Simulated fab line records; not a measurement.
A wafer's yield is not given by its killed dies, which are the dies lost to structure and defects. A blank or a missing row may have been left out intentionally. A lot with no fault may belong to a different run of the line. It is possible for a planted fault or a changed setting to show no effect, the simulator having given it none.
Which tool did it? | flow berkeleyCmos170 | 14 lots with 42 wafers sampled at 6 steps, on a route of 331 steps

WHAT THE GAUGES READ, wafer by wafer
UCB170_M1_OVL_MEAS_10.
lot  | measured     | on         | M1_OVL (nm)
L809 | day 7 16:22  | overlay-02 | -3 -5 2
L811 | day 7 15:25  | overlay-01 | -2 -3 -8
L812 | day 7 16:38  | overlay-01 | -2 -6 -6
L813 | day 7 15:47  | overlay-02 | -3 -5 -1
L814 | day 8 16:42  | overlay-01 | -6 -9 0
L815 | day 8 13:35  | overlay-02 | -7 4 -10
L816 | day 8 17:17  | overlay-01 | -5 -5 -7
L818 | day 9 12:02  | overlay-01 | 9 6 -2
L820 | day 9 11:46  | overlay-01 | -5 2 -5
L823 | day 10 09:34 | overlay-01 | -2 -4 -5
L825 | day 10 18:28 | overlay-01 | 0 -1 -2
L828 | day 10 23:24 | overlay-01 | -4 0 0
L831 | day 11 18:37 | overlay-02 | -3 1 -6
L830 | day 11 18:20 | overlay-01 | 0 8 0

UCB170_M2_RS_MEAS_02: a four-point-probe measurement.
lot  | measured     | on           | M2_AL_RS (ohm/sq)
L809 | day 7 23:29  | filmMetro-04 | 0.0317 0.0318 0.0315
L811 | day 7 23:10  | filmMetro-01 | 0.0324 0.0319 0.0320
L812 | day 7 23:47  | filmMetro-04 | 0.0319 0.0318 0.0319
L813 | day 7 23:17  | filmMetro-04 | 0.0322 0.0320 0.0319
L814 | day 9 01:08  | filmMetro-03 | 0.0326 0.0326 0.0329
L815 | day 8 20:12  | filmMetro-01 | 0.0319 0.0320 0.0317
L816 | day 9 01:15  | filmMetro-04 | 0.0321 0.0319 0.0323
L818 | day 9 22:05  | filmMetro-04 | 0.0323 0.0321 0.0325
L820 | day 9 21:55  | filmMetro-03 | 0.0319 0.0319 0.0316
L823 | day 10 18:45 | filmMetro-01 | 0.0319 0.0322 0.0321
L825 | day 11 02:11 | filmMetro-03 | 0.0361 0.0362 0.0361
L828 | day 11 09:26 | filmMetro-01 | 0.0364 0.0365 0.0366
L831 | day 12 01:38 | filmMetro-01 | 0.0317 0.0320 0.0319
L830 | day 12 00:56 | filmMetro-03 | 0.0323 0.0322 0.0321

UCB170_M2_THK_MEAS_03: measures by xrf.
lot  | measured     | on           | M2_AL_THK (nm)
L809 | day 7 23:36  | filmMetro-04 | 922 916 921
L811 | day 7 23:17  | filmMetro-01 | 906 906 912
L812 | day 7 23:54  | filmMetro-04 | 912 907 914
L813 | day 7 23:25  | filmMetro-04 | 899 912 913
L814 | day 9 01:14  | filmMetro-03 | 897 894 886
L815 | day 8 20:17  | filmMetro-01 | 911 908 919
L816 | day 9 01:22  | filmMetro-04 | 916 910 911
L818 | day 9 22:12  | filmMetro-04 | 901 907 894
L820 | day 9 22:02  | filmMetro-03 | 915 915 924
L823 | day 10 18:51 | filmMetro-01 | 917 903 903
L825 | day 11 02:18 | filmMetro-03 | 827 827 829
L828 | day 11 09:32 | filmMetro-01 | 813 818 818
L831 | day 12 01:44 | filmMetro-01 | 925 914 914
L830 | day 12 01:03 | filmMetro-03 | 910 906 911

TOOL THAT RAN EACH LOT (tool first, then ch and the chambers of the sampled wafers, then the start)
lot  | UCB170_ACTIVE_STRIP_16             | UCB170_GATE_STRIP_16                | UCB170_M2_SPUTTER_01
L809 | plasmaAsher-02 ch 0,1, day 4 15:43 | plasmaAsher-02 ch 0,1, day 6 13:01  | pvdSputter-03, day 7 23:20
L811 | plasmaAsher-03 ch 0,1, day 4 23:09 | plasmaAsher-03 ch 0,1, day 6 15:31  | pvdSputter-02, day 7 23:04
L812 | plasmaAsher-02 ch 0,1, day 4 23:19 | plasmaAsher-02 ch 0,1, day 6 17:12  | pvdSputter-02, day 7 23:41
L813 | plasmaAsher-04 ch 0,1, day 4 23:29 | plasmaAsher-02 ch 0,1, day 6 15:14  | pvdSputter-04, day 7 23:13
L814 | plasmaAsher-02 ch 0,1, day 5 11:21 | plasmaAsher-02 ch 0,1, day 7 18:57  | pvdSputter-02, day 9 01:02
L815 | plasmaAsher-03 ch 0,1, day 5 17:26 | plasmaAsher-02 ch 0,1, day 7 17:01  | pvdSputter-04, day 8 20:03
L816 | plasmaAsher-02 ch 0,1, day 5 17:40 | plasmaAsher-04 ch 0, day 7 17:49    | pvdSputter-04, day 9 01:08
L818 | plasmaAsher-03 ch 0,1, day 6 11:20 | plasmaAsher-02 ch 0,1, day 8 13:58  | pvdSputter-02, day 9 21:57
L820 | plasmaAsher-02 ch 0,1, day 6 15:41 | plasmaAsher-03 ch 1, day 8 14:14    | pvdSputter-03, day 9 21:50
L823 | plasmaAsher-02 ch 0,1, day 7 10:59 | plasmaAsher-02 ch 0,1, day 9 05:19  | pvdSputter-04, day 10 18:38
L825 | plasmaAsher-02 ch 0,1, day 7 16:06 | plasmaAsher-02 ch 0,1, day 9 18:22  | pvdSputter-02, day 11 02:05
L828 | plasmaAsher-02 ch 0,1, day 8 10:27 | plasmaAsher-02 ch 0,1, day 10 00:26 | pvdSputter-02, day 11 09:17
L831 | plasmaAsher-03 ch 0,1, day 8 16:16 | plasmaAsher-04 ch 0,1, day 10 17:14 | pvdSputter-03, day 12 01:31
L830 | plasmaAsher-04 ch 0,1, day 8 16:30 | plasmaAsher-03 ch 0,1, day 10 17:03 | pvdSputter-04, day 12 00:50
- UCB170_ACTIVE_STRIP_16: strips in O2.
- UCB170_GATE_STRIP_16: strips in O2.
- UCB170_M2_SPUTTER_01: material Al, target thk 900 nm, time 120 s.

WHAT THE TOOLS THEMSELVES READ (means of the sampled wafers that have a number; where no wafer has one, the mark that the record gives instead)
UCB170_ACTIVE_STRIP_16.
lot  | tool           | drypumpMotorCurrentA (A) | o2FlowSccm (sccm) | oesProductAu (a.u.) | stripTimeToEndpointS (s)
L809 | plasmaAsher-02 | 5.5                      | 399.7             | 0.723               | 18.12
L811 | plasmaAsher-03 | 5.5                      | 400.6             | 0.724               | 18.07
L812 | plasmaAsher-02 | 5.2                      | 397.6             | 0.718               | 18.01
L813 | plasmaAsher-04 | 6.2                      | 399.5             | 0.720               | 18.15
L814 | plasmaAsher-02 | 5.2                      | 401.2             | 0.723               | 18.11
L815 | plasmaAsher-03 | 5.5                      | 401.2             | 0.719               | 18.07
L816 | plasmaAsher-02 | 5.2                      | 398.9             | 0.722               | 18.00
L818 | plasmaAsher-03 | 5.6                      | 400.2             | 0.721               | 18.12
L820 | plasmaAsher-02 | 5.4                      | 400.4             | 0.723               | 18.00
L823 | plasmaAsher-02 | 5.5                      | 400.1             | 0.721               | 18.11
L825 | plasmaAsher-02 | 5.2                      | 400.7             | 0.716               | 18.15
L828 | plasmaAsher-02 | 5.2                      | 399.4             | 0.722               | 18.14
L831 | plasmaAsher-03 | 5.5                      | 398.1             | 0.718               | 18.09
L830 | plasmaAsher-04 | 6.3                      | 400.3             | 0.721               | 18.16

UCB170_GATE_STRIP_16.
lot  | tool           | drypumpMotorCurrentA (A) | o2FlowSccm (sccm) | oesProductAu (a.u.)
L809 | plasmaAsher-02 | 5.2                      | 399.2             | 0.719
L811 | plasmaAsher-03 | 5.6                      | 401.4             | 0.722
L812 | plasmaAsher-02 | 5.2                      | 399.8             | 0.724
L813 | plasmaAsher-02 | 5.2                      | 400.1             | 0.725
L814 | plasmaAsher-02 | 5.5                      | 399.9             | 0.725
L815 | plasmaAsher-02 | 5.5                      | 399.5             | 0.722
L816 | plasmaAsher-04 | 6.4                      | 401.4             | 0.724
L818 | plasmaAsher-02 | 5.5                      | 400.0             | 0.728
L820 | plasmaAsher-03 | 5.5                      | 400.0             | 0.726
L823 | plasmaAsher-02 | 5.5                      | 400.6             | 0.723
L825 | plasmaAsher-02 | 5.4                      | 400.3             | 0.721
L828 | plasmaAsher-02 | 5.2                      | 399.6             | 0.722
L831 | plasmaAsher-04 | 6.3                      | 400.5             | 0.723
L830 | plasmaAsher-03 | 5.5                      | 398.5             | 0.722

UCB170_M2_SPUTTER_01.
lot  | tool          | throttleValvePct (%)
L809 | pvdSputter-03 | 29.3
L811 | pvdSputter-02 | 29.8
L812 | pvdSputter-02 | 30.3
L813 | pvdSputter-04 | 30.1
L814 | pvdSputter-02 | 29.9
L815 | pvdSputter-04 | 30.8
L816 | pvdSputter-04 | 30.5
L818 | pvdSputter-02 | 29.1
L820 | pvdSputter-03 | 29.4
L823 | pvdSputter-04 | 30.3
L825 | pvdSputter-02 | 29.8
L828 | pvdSputter-02 | 29.9
L831 | pvdSputter-03 | 30.3
L830 | pvdSputter-04 | 30.8

THE ANSWER, worked out from the rows above alone
Rule: usual is defined by the lots themselves. Put in order of their means at a reading, lots are off if they are a third of the lots or fewer, leave a main group of 4 or more, and stand apart from it by a gap of 3 or more times the standard deviation of the main group's means; of several such gaps the widest counts. A main group is skipped when, at the precision printed for the reading in the tables above, its means are all equal. A lot without any number at a reading at which 4 lots or more have one is off too. Where the step has rows for the other lots, those lots are counted as sound. First the gauges in route order, then the tools' own readings, where a lot's mean is used as printed above. The first step at which some lot is off is used, and at that step the reading that is off furthest; a lot without a number counts as furthest.
Off: at UCB170_M2_RS_MEAS_02 (M2_AL_RS), L825, L828. For the main group the mean is 0.0320 ohm/sq and the standard deviation 0.00026.
If a tool, at a process step before that reading, ran all the lots that are off and no sound lot after the first of them, it fits. Gauges at UCB170_M2_RS_MEAS_02: tried the same way as those tools. Undecided on this evidence; 2 tools fit (plasmaAsher-02 at UCB170_ACTIVE_STRIP_16 and UCB170_GATE_STRIP_16, pvdSputter-02 at UCB170_M2_SPUTTER_01).

WHAT THE SIMULATOR PUT IN
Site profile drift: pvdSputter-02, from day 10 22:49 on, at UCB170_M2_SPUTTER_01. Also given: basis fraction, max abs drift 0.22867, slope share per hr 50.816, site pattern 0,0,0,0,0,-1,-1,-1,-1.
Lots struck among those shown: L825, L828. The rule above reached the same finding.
